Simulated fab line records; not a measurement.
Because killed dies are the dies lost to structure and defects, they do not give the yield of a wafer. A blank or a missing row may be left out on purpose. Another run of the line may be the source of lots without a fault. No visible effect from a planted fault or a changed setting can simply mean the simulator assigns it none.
fab line records | flow rit_cmos
[record] lots = 6 | wafers = 18 | last_day = 8
route steps=202 shown SDANNEAL@153 PSD@157 NSD@158 PLDD@159 NLDD@160 SILICIDE@161 M1@202
lots untouched by any fault: they come from a run of this same line in which no faults occurred
start_h: the number of hours between the record's first day and the start of the first shown wafer of the lot | wait_h: hours elapsed since this lot's preceding step | " as in the row above | L1.1+2: several wafers, shown together as one row | - no value present, or no start provided | * or withheld: withheld | < > ~ a bound
route shown NAME@n: names a module that has steps shown in the file, with the first one's number in the route | usual: mean/standard deviation taken from wafers without a fault | same: alike in all rows | chamber/n: place in a boat | sites: readings site by site | _std_site: the values' standard deviation | _edge_site: the outer-site mean with the inner-site mean subtracted | radius_mm: how far each site lies from the wafer's centre | mask NAME#n: copy n | behind: the most recent tool/chamber to have shaped the wafer | hold: why the lot went on hold/how many hours it stayed there/how the hold came to an end | device: names the non-switching transistor (n, p or np) | end of line: the same wafers' tests at the end of the route | where a step has no rows: the recipe by itself | killed: not the wafer's yield, but the dies lost to structure and defects at the first sort | map: per-die view of a wafer (x killed, . not killed, _ where there is no die)
set.NAME: the setting that was run; set.NAME@STEP: the one run at that earlier step | model.NAME: the simulator's own value behind a step, which no gauge read
lots seen at some steps along the route; tables by step, rows by wafer
services: when a tool's chamber went out of use (start_h, in hours from the record's first day, below 0 if earlier), for how many hours, and the reason
[[steps]]
[step RIT_SDANNEAL_CLEAN_00]
[recipe] chemistry = SC1 | mix = 3:3:50 | time_s = 600 | temp_c = 75
[step RIT_SDANNEAL_CLEAN_01]
[recipe] chemistry = dHF | dilution = 50:1 | time_s = 30
[step RIT_SDANNEAL_CLEAN_02]
[recipe] chemistry = SC2 | mix = 3:3:50 | time_s = 600 | temp_c = 75 | dry = n2_spin
[step RIT_SDANNEAL_RTA_03]
[recipe] temp_c = 1050 | time_s = 5 | idle_temp_c = 600 | ramp_up_c_per_s = 342 | ramp_down_c_per_s = 171 | cool_to_c = 600 | ambient = N2
[usual] wafer_temp_C_max = 1053.5/1.1
[same] time_s = 5
lot.wafer | tool          | chamber | start_h | wait_h | wafer_temp_C_max
L372.2    | rtp_anneal-01 | 0       | 86.12   | 0.0    | 1053.4
L372.4    | "             | 0       | "       | "      | 1054.6
L372.6    | "             | 0       | "       | "      | 1053.2
L377.2    | rtp_anneal-02 | 0       | 108.28  | 0.0    | 1054.1
L377.4    | "             | 0       | "       | "      | 1052.0
L377.6    | "             | 0       | "       | "      | 1053.2
L380.1    | rtp_anneal-01 | 0       | 127.00  | 0.0    | 1053.5
L380.5    | "             | 0       | "       | "      | 1053.5
L380.6    | "             | 0       | "       | "      | 1052.1
L384.3    | rtp_anneal-01 | 0       | 144.94  | 0.0    | 1054.1
L384.5    | "             | 0       | "       | "      | 1053.3
L384.6    | "             | 0       | "       | "      | 1053.1
L386.1    | rtp_anneal-01 | 0       | 155.66  | 0.0    | 1054.2
L386.2    | "             | 0       | "       | "      | 1054.4
L386.4    | "             | 0       | "       | "      | 1055.2
L389.4    | rtp_anneal-02 | 0       | 179.87  | 0.0    | 1054.6
L389.5    | "             | 0       | "       | "      | 1054.0
L389.6    | "             | 0       | "       | "      | 1055.3
[step RIT_SDANNEAL_RS_MEAS_04]
[recipe] thk_meas_gauge = four-point-probe
[usual] PSD_RS = 115.9/0.3
lot.wafer | tool          | chamber | start_h | wait_h | PSD_RS[ohm/sq]
L372.2    | film_metro-01 | -       | 86.19   | 0.1    | 116.2
L372.4    | "             | -       | "       | "      | 116.2
L372.6    | "             | -       | "       | "      | 116.5
L377.2    | film_metro-03 | -       | 108.35  | 0.1    | 115.8
L377.4    | "             | -       | "       | "      | 116.0
L377.6    | "             | -       | "       | "      | 115.7
L380.1    | film_metro-04 | -       | 127.06  | 0.0    | 116.4
L380.5    | "             | -       | "       | "      | 115.9
L380.6    | "             | -       | "       | "      | 115.9
L384.3    | film_metro-03 | -       | 145.02  | 0.1    | 116.1
L384.5    | "             | -       | "       | "      | 116.2
L384.6    | "             | -       | "       | "      | 116.4
L386.1    | film_metro-04 | -       | 155.72  | 0.0    | 116.0
L386.2    | "             | -       | "       | "      | 116.0
L386.4    | "             | -       | "       | "      | 115.6
L389.4    | film_metro-01 | -       | 179.96  | 0.1    | 115.9
L389.5    | "             | -       | "       | "      | 115.8
L389.6    | "             | -       | "       | "      | 116.2
[step RIT_SDANNEAL_RS_MEAS_05]
[recipe] thk_meas_gauge = four-point-probe
[usual] NSD_RS = 84.51/0.23
lot.wafer | tool          | chamber | start_h | wait_h | NSD_RS[ohm/sq]
L372.2    | film_metro-01 | -       | 86.31   | 0.1    | 84.69
L372.4    | "             | -       | "       | "      | 84.60
L372.6    | "             | -       | "       | "      | 84.41
L377.2    | film_metro-03 | -       | 108.47  | 0.1    | 84.41
L377.4    | "             | -       | "       | "      | 84.51
L377.6    | "             | -       | "       | "      | 84.24
L380.1    | film_metro-04 | -       | 127.18  | 0.1    | 84.48
L380.5    | "             | -       | "       | "      | 84.32
L380.6    | "             | -       | "       | "      | 84.31
L384.3    | film_metro-03 | -       | 145.14  | 0.1    | 84.77
L384.5    | "             | -       | "       | "      | 84.35
L384.6    | "             | -       | "       | "      | 84.43
L386.1    | film_metro-04 | -       | 155.84  | 0.1    | 84.54
L386.2    | "             | -       | "       | "      | 84.57
L386.4    | "             | -       | "       | "      | 84.61
L389.4    | film_metro-01 | -       | 180.08  | 0.1    | 84.95
L389.5    | "             | -       | "       | "      | 84.72
L389.6    | "             | -       | "       | "      | 84.89
[step RIT_SDANNEAL_RS_MEAS_06]
[recipe] thk_meas_gauge = four-point-probe
[usual] PLDD_RS = 178.6/0.51
lot.wafer | tool          | chamber | start_h | wait_h | PLDD_RS[ohm/sq]
L372.2    | film_metro-01 | -       | 86.43   | 0.1    | 178.5
L372.4    | "             | -       | "       | "      | 178.7
L372.6    | "             | -       | "       | "      | 179.1
L377.2    | film_metro-03 | -       | 108.59  | 0.1    | 178.2
L377.4    | "             | -       | "       | "      | 177.9
L377.6    | "             | -       | "       | "      | 178.1
L380.1    | film_metro-04 | -       | 127.30  | 0.1    | 179.3
L380.5    | "             | -       | "       | "      | 179.1
L380.6    | "             | -       | "       | "      | 178.3
L384.3    | film_metro-03 | -       | 145.26  | 0.1    | 179.2
L384.5    | "             | -       | "       | "      | 178.8
L384.6    | "             | -       | "       | "      | 179.8
L386.1    | film_metro-04 | -       | 155.96  | 0.1    | 178.8
L386.2    | "             | -       | "       | "      | 178.7
L386.4    | "             | -       | "       | "      | 178.9
L389.4    | film_metro-01 | -       | 180.20  | 0.1    | 178.6
L389.5    | "             | -       | "       | "      | 178.7
L389.6    | "             | -       | "       | "      | 178.5
[step RIT_SDANNEAL_RS_MEAS_07]
[recipe] thk_meas_gauge = four-point-probe
[usual] NLDD_RS = 151.6/0.5
lot.wafer | tool          | chamber | start_h | wait_h | NLDD_RS[ohm/sq]
L372.2    | film_metro-01 | -       | 86.55   | 0.1    | 151.3
L372.4    | "             | -       | "       | "      | 151.3
L372.6    | "             | -       | "       | "      | 151.0
L377.2    | film_metro-03 | -       | 108.71  | 0.1    | 151.8
L377.4    | "             | -       | "       | "      | 152.3
L377.6    | "             | -       | "       | "      | 152.2
L380.1    | film_metro-04 | -       | 127.42  | 0.1    | 151.1
L380.5    | "             | -       | "       | "      | 151.3
L380.6    | "             | -       | "       | "      | 151.7
L384.3    | film_metro-03 | -       | 145.38  | 0.1    | 151.8
L384.5    | "             | -       | "       | "      | 152.2
L384.6    | "             | -       | "       | "      | 152.0
L386.1    | film_metro-04 | -       | 156.08  | 0.1    | 151.9
L386.2    | "             | -       | "       | "      | 151.7
L386.4    | "             | -       | "       | "      | 151.4
L389.4    | film_metro-01 | -       | 180.32  | 0.1    | 152.0
L389.5    | "             | -       | "       | "      | 152.8
L389.6    | "             | -       | "       | "      | 152.7
[step RIT_SILICIDE_WET_ETCH_00]
[recipe] chemistry = BOE | target = SiO2 | target_depth_nm = 14 | time_s = 15 | dry = n2_spin | dilution = 10:1 | temp_c = 21.5
[step RIT_SILICIDE_SPUTTER_01]
[recipe] material = Ti | target_thk_nm = 30 | power_w = 350 | chamber_pressure_pa = 0.667 | gas = Ar | time_s = 240 | substrate_temp_c = 25
[usual] throttle_valve_pct = 30.0/0.62
[same] time_s = 240
lot.wafer | tool           | chamber | start_h | wait_h | throttle_valve_pct
L372.2    | pvd_sputter-01 | -       | 86.66   | 0.0    | 29.9
L372.4    | "              | -       | "       | "      | 30.7
L372.6    | "              | -       | "       | "      | 29.5
L377.2    | pvd_sputter-04 | -       | 108.83  | 0.0    | 29.5
L377.4    | "              | -       | "       | "      | 31.2
L377.6    | "              | -       | "       | "      | 30.2
L380.1    | pvd_sputter-01 | -       | 127.56  | 0.0    | 30.7
L380.5    | "              | -       | "       | "      | 29.2
L380.6    | "              | -       | "       | "      | 29.9
L384.3    | pvd_sputter-01 | -       | 145.47  | 0.0    | 29.4
L384.5    | "              | -       | "       | "      | 29.8
L384.6    | "              | -       | "       | "      | 30.3
L386.1    | pvd_sputter-01 | -       | 156.21  | 0.0    | 29.7
L386.2    | "              | -       | "       | "      | 30.7
L386.4    | "              | -       | "       | "      | 29.2
L389.4    | pvd_sputter-01 | -       | 180.39  | 0.0    | 29.6
L389.5    | "              | -       | "       | "      | 30.0
L389.6    | "              | -       | "       | "      | 30.4
[step RIT_SILICIDE_RS_MEAS_02]
[recipe] thk_meas_gauge = four-point-probe | reads = Ti_of_SILICIDE_SPUTTER_01
[usual] SILICIDE_TI_RS = 47.8/0.48
lot.wafer | tool          | chamber | start_h | wait_h | SILICIDE_TI_RS[ohm/sq]
L372.2    | film_metro-01 | -       | 86.83   | 0.1    | 47.2
L372.4    | "             | -       | "       | "      | 47.4
L372.6    | "             | -       | "       | "      | 47.2
L377.2    | film_metro-02 | -       | 109.00  | 0.1    | 47.0
L377.4    | "             | -       | "       | "      | 47.4
L377.6    | "             | -       | "       | "      | 47.3
L380.1    | film_metro-01 | -       | 127.71  | 0.1    | 48.6
L380.5    | "             | -       | "       | "      | 47.8
L380.6    | "             | -       | "       | "      | 48.0
L384.3    | film_metro-02 | -       | 145.66  | 0.1    | 47.6
L384.5    | "             | -       | "       | "      | 47.9
L384.6    | "             | -       | "       | "      | 47.9
L386.1    | film_metro-03 | -       | 156.36  | 0.1    | 47.1
L386.2    | "             | -       | "       | "      | 47.8
L386.4    | "             | -       | "       | "      | 47.1
L389.4    | film_metro-02 | -       | 180.60  | 0.1    | 47.9
L389.5    | "             | -       | "       | "      | 47.2
L389.6    | "             | -       | "       | "      | 48.1
[step RIT_SILICIDE_THK_MEAS_03]
[recipe] thk_meas_gauge = xrf | reads = Ti_of_SILICIDE_SPUTTER_01
[usual] SILICIDE_TI_THK = 30.27/0.29
lot.wafer | tool          | chamber | start_h | wait_h | SILICIDE_TI_THK[nm]
L372.2    | film_metro-01 | -       | 86.94   | 0.1    | 30.17
L372.4    | "             | -       | "       | "      | 30.13
L372.6    | "             | -       | "       | "      | 30.26
L377.2    | film_metro-02 | -       | 109.11  | 0.1    | 30.80
L377.4    | "             | -       | "       | "      | 30.46
L377.6    | "             | -       | "       | "      | 30.46
L380.1    | film_metro-01 | -       | 127.83  | 0.1    | 29.70
L380.5    | "             | -       | "       | "      | 29.97
L380.6    | "             | -       | "       | "      | 30.01
L384.3    | film_metro-02 | -       | 145.76  | 0.1    | 30.37
L384.5    | "             | -       | "       | "      | 30.23
L384.6    | "             | -       | "       | "      | 30.24
L386.1    | film_metro-03 | -       | 156.48  | 0.1    | 30.63
L386.2    | "             | -       | "       | "      | 30.14
L386.4    | "             | -       | "       | "      | 30.43
L389.4    | film_metro-02 | -       | 180.69  | 0.1    | 30.13
L389.5    | "             | -       | "       | "      | 30.52
L389.6    | "             | -       | "       | "      | 30.08
[step RIT_SILICIDE_RTA_04]
[recipe] temp_c = 650 | time_s = 10 | idle_temp_c = 25 | ramp_up_s = 5 | ramp_down_s = 5 | cool_to_c = 25 | ambient = N2
[usual] wafer_temp_C_max = 651.8/0.54
[same] time_s = 10
lot.wafer | tool          | chamber | start_h | wait_h | wafer_temp_C_max
L372.2    | rtp_anneal-02 | 0       | 87.01   | 0.1    | 652.4
L372.4    | "             | 0       | "       | "      | 652.2
L372.6    | "             | 0       | "       | "      | 652.4
L377.2    | rtp_anneal-01 | 0       | 109.17  | 0.1    | 651.7
L377.4    | "             | 0       | "       | "      | 651.3
L377.6    | "             | 0       | "       | "      | 651.1
L380.1    | rtp_anneal-02 | 0       | 127.89  | 0.1    | 651.6
L380.5    | "             | 0       | "       | "      | 651.2
L380.6    | "             | 0       | "       | "      | 651.3
L384.3    | rtp_anneal-02 | 0       | 145.82  | 0.1    | 627.1
L384.5    | "             | 0       | "       | "      | 627.7
L384.6    | "             | 0       | "       | "      | 626.4
L386.1    | rtp_anneal-02 | 0       | 156.54  | 0.1    | 626.5
L386.2    | "             | 0       | "       | "      | 627.1
L386.4    | "             | 0       | "       | "      | 627.2
L389.4    | rtp_anneal-01 | 0       | 180.75  | 0.1    | 650.8
L389.5    | "             | 0       | "       | "      | 651.1
L389.6    | "             | 0       | "       | "      | 651.8
[step RIT_SILICIDE_WET_ETCH_05]
[recipe] chemistry = SPM | target = Ti | temp_c = 90 | time_s = 120 | dry = n2_spin
[step RIT_M1_PROBE_99]
[usual] killed_at_contacts = 0.1/0.23 | killed_at_front_end = 7/3 | killed_dies = 7/3 | killed_open = 3.3/1.8 | killed_short = 3.3/2.2
[same] gross_dies = 264 | killed_at_M0_to_M3 = 0 | killed_at_M4_up = 0 | killed_at_back_side = 0 | killed_at_other = 0
lot.wafer | tool      | chamber | start_h | wait_h | killed_at_contacts | killed_at_front_end | killed_dies | killed_open | killed_short | model.etest.npoly_line.line_ohm_um | model.etest.ppoly_line.line_ohm_um | model.etest.contact_nplus.end_ohm_um | model.etest.contact_pplus.end_ohm_um | model.etest.npoly_line.rs_ohm_sq | model.etest.ppoly_line.rs_ohm_sq | model.etest.npoly_sal.rs_ohm_sq | model.etest.ppoly_sal.rs_ohm_sq
L372.2    | prober-01 | -       | 100.82  | 0.1    | 0                  | 8                   | 8           | 4           | 4            | 158.2                              | 153.1                              | 42.16                                | 44.2                                 | 16.82                            | 16.31                            | 4.323                           | 4.283
L372.4    | prober-01 | -       | 100.92  | 0.2    | 0                  | 8                   | 8           | 1           | 7            | 158.7                              | 154.1                              | 41.32                                | 42.31                                | 16.8                             | 16.35                            | 4.31                            | 4.283
L372.6    | prober-01 | -       | 101.02  | 0.2    | 0                  | 4                   | 4           | 3           | 1            | 159.9                              | 150.2                              | 41.21                                | 42.37                                | 16.75                            | 16.34                            | 4.291                           | 4.269
L377.2    | prober-01 | -       | 116.15  | 0.1    | 0                  | 10                  | 10          | 3           | 7            | 171.7                              | 165.8                              | 41.66                                | 42.27                                | 16.89                            | 16.45                            | 4.32                            | 4.325
L377.4    | prober-01 | -       | 116.25  | 0.2    | 0                  | 8                   | 8           | 5           | 3            | 170.2                              | 165                                | 41.05                                | 43.25                                | 16.87                            | 16.49                            | 4.326                           | 4.328
L377.6    | prober-01 | -       | 116.35  | 0.2    | 1                  | 1                   | 2           | 1           | 1            | 166.9                              | 160                                | 40.7                                 | 42.35                                | 17.09                            | 16.55                            | 4.332                           | 4.312
L380.1    | prober-02 | -       | 134.69  | 0.1    | 0                  | 8                   | 8           | 3           | 5            | 168.3                              | 162.3                              | 41.67                                | 43.94                                | 17.07                            | 16.51                            | 4.358                           | 4.348
L380.5    | prober-02 | -       | 134.89  | 0.2    | 0                  | 6                   | 6           | 4           | 2            | 168.8                              | 160.5                              | 42.54                                | 43.78                                | 16.98                            | 16.58                            | 4.337                           | 4.303
L380.6    | prober-02 | -       | 134.94  | 0.2    | 0                  | 8                   | 8           | 5           | 3            | 170.3                              | 164.6                              | 41.37                                | 44.82                                | 17.13                            | 16.66                            | 4.359                           | 4.372
L384.3    | prober-02 | -       | 152.56  | 0.2    | 0                  | 13                  | 13          | 8           | 5            | 185.6                              | 177.6                              | 38.09                                | 40.72                                | 19.17                            | 18.53                            | 4.932                           | 4.863
L384.5    | prober-02 | -       | 152.66  | 0.2    | 0                  | 9                   | 9           | 3           | 6            | 187.1                              | 175.2                              | 37.26                                | 40.17                                | 18.9                             | 18.45                            | 4.982                           | 4.929
L384.6    | prober-02 | -       | 152.71  | 0.2    | 0                  | 6                   | 6           | 2           | 4            | 181.9                              | 173.3                              | 37.16                                | 39.9                                 | 18.83                            | 18.47                            | 4.914                           | 4.872
L386.1    | prober-02 | -       | 163.00  | 0.1    | 0                  | 11                  | 11          | 5           | 6            | 179.7                              | 174.4                              | 37.63                                | 39.7                                 | 18.97                            | 18.36                            | 4.886                           | 4.836
L386.2    | prober-02 | -       | 163.05  | 0.1    | 0                  | 6                   | 6           | 1           | 5            | 175.3                              | 172.6                              | 38.34                                | 40.68                                | 19.05                            | 18.44                            | 4.946                           | 4.909
L386.4    | prober-02 | -       | 163.15  | 0.2    | 0                  | 14                  | 14          | 6           | 8            | 181.1                              | 171.7                              | 36.9                                 | 41.21                                | 18.84                            | 18.15                            | 4.891                           | 4.841
L389.4    | prober-02 | -       | 187.55  | 0.2    | 1                  | 2                   | 3           | 2           | 1            | 174.2                              | 168.6                              | 41.92                                | 45.51                                | 17.02                            | 16.56                            | 4.357                           | 4.305
L389.5    | prober-02 | -       | 187.60  | 0.2    | 0                  | 6                   | 6           | 4           | 2            | 168.4                              | 162.9                              | 41.89                                | 47.76                                | 16.91                            | 16.47                            | 4.292                           | 4.269
L389.6    | prober-02 | -       | 187.65  | 0.2    | 0                  | 7                   | 7           | 4           | 3            | 171.1                              | 163.3                              | 41.95                                | 45.78                                | 17.1                             | 16.49                            | 4.29                            | 4.263
// killed by level:class
L372.2 GATE:geometric_particle:short=3 FOX1:geometric_particle:open=2 FOX1:geometric_particle:short=1 GATE:geometric_particle:open=1 SPACER:geometric_particle:open=1
L372.4 FOX1:geometric_particle:short=3 SPACER:geometric_particle:short=2 FOX1:geometric_particle:open=1 FOX2:geometric_particle:short=1 SILICIDE:geometric_particle:short=1
L372.6 GATE:geometric_particle:open=1 SPACER:geometric_particle:short=1 SPACER:geometric_particle:open=1 SILICIDE:geometric_particle:open=1
L377.2 REOX:geometric_particle:short=3 GATE:geometric_particle:short=2 GATE:geometric_particle:open=1 SPACER:geometric_particle:short=1 SPACER:geometric_particle:open=1 SILICIDE:geometric_particle:short=1 SILICIDE:geometric_particle:open=1
L377.4 GATE:geometric_particle:open=4 FOX1:geometric_particle:short=2 SPACER:geometric_particle:short=1 SILICIDE:geometric_particle:open=1
L377.6 GATE:geometric_particle:short=1 CONTACT:geometric_particle:open=1
L380.1 FOX1:geometric_particle:short=3 FOX2:geometric_particle:open=1 FOX2:geometric_particle:short=1 GATE:geometric_particle:open=1 REOX:geometric_particle:short=1 SILICIDE:geometric_particle:open=1
L380.5 GATE:geometric_particle:open=3 FOX1:geometric_particle:short=1 SPACER:geometric_particle:short=1 SPACER:geometric_particle:open=1
L380.6 FOX1:geometric_particle:open=2 GATE:geometric_particle:open=2 FOX1:geometric_particle:short=1 FOX2:geometric_particle:short=1 SPACER:geometric_particle:short=1 FOX2:geometric_particle:open=1
L384.3 GATE:geometric_particle:open=3 GATE:geometric_particle:short=2 SPACER:geometric_particle:short=2 SPACER:geometric_particle:open=2 SILICIDE:geometric_particle:open=2 FOX1:geometric_particle:open=1 FOX1:geometric_particle:short=1
L384.5 GATE:geometric_particle:short=3 FOX2:geometric_particle:short=2 GATE:geometric_particle:open=2 SPACER:geometric_particle:open=1 SPACER:geometric_particle:short=1
L384.6 FOX1:geometric_particle:short=2 FOX2:geometric_particle:short=1 GATE:geometric_particle:open=1 SILICIDE:geometric_particle:open=1 SILICIDE:geometric_particle:short=1
L386.1 FOX2:geometric_particle:open=3 FOX1:geometric_particle:short=2 REOX:geometric_particle:short=2 GATE:geometric_particle:short=1 GATE:geometric_particle:open=1 REOX:geometric_particle:open=1 SPACER:geometric_particle:short=1
L386.2 FOX2:geometric_particle:short=2 FOX1:geometric_particle:open=1 GATE:geometric_particle:short=1 REOX:geometric_particle:short=1 SPACER:geometric_particle:short=1
L386.4 FOX1:geometric_particle:short=4 GATE:geometric_particle:open=2 SILICIDE:geometric_particle:open=2 GATE:geometric_particle:short=1 REOX:geometric_particle:short=1 REOX:geometric_particle:open=1 SPACER:geometric_particle:short=1 SPACER:geometric_particle:open=1
L389.4 GATE:geometric_particle:open=2 CONTACT:geometric_particle:short=1
L389.5 FOX2:geometric_particle:short=2 GATE:geometric_particle:open=2 FOX1:geometric_particle:open=1 REOX:geometric_particle:open=1
L389.6 FOX1:geometric_particle:open=2 GATE:geometric_particle:short=2 GATE:geometric_particle:open=1 REOX:geometric_particle:open=1 SILICIDE:geometric_particle:short=1
[[services]]
tool           | chamber | start_h | hours | kind
pvd_sputter-04 | -       | 151.10  | 10.1  | repair
[[key]]
[first_sign] step = RIT_SILICIDE_RTA_04 | reading = wafer_temp_C_max | direction = down | sigmas = 46 | usual = * | struck = *
effect none on later readings
[model_effect] step = RIT_M1_PROBE_99 | value = etest.npoly_line.line_ohm_um | without = 167.5 | struck = 181.8
met_at RIT_SILICIDE_RTA_04
struck_wafers L384.3,L384.5,L384.6,L386.1,L386.2,L386.4
tester_left_out L384,L386
onset_between 127.89 145.82
[fault] kind = process_parameter_drift | tool = rtp_anneal-02 | chamber = - | onset_h = 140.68 | steps = RIT_SILICIDE_RTA_04 | channel = temp_c | offset = * | shape = step | end_h = 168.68 | acts_in = * | stated = *
// tester_left_out: of these lots the tester's yield and bins aren't shown, on N5 and GAA mostly nor the transistor test; their killed dies are dies lost to structure and defects alone, not to doping, threshold or leakage, so they don't give the yield
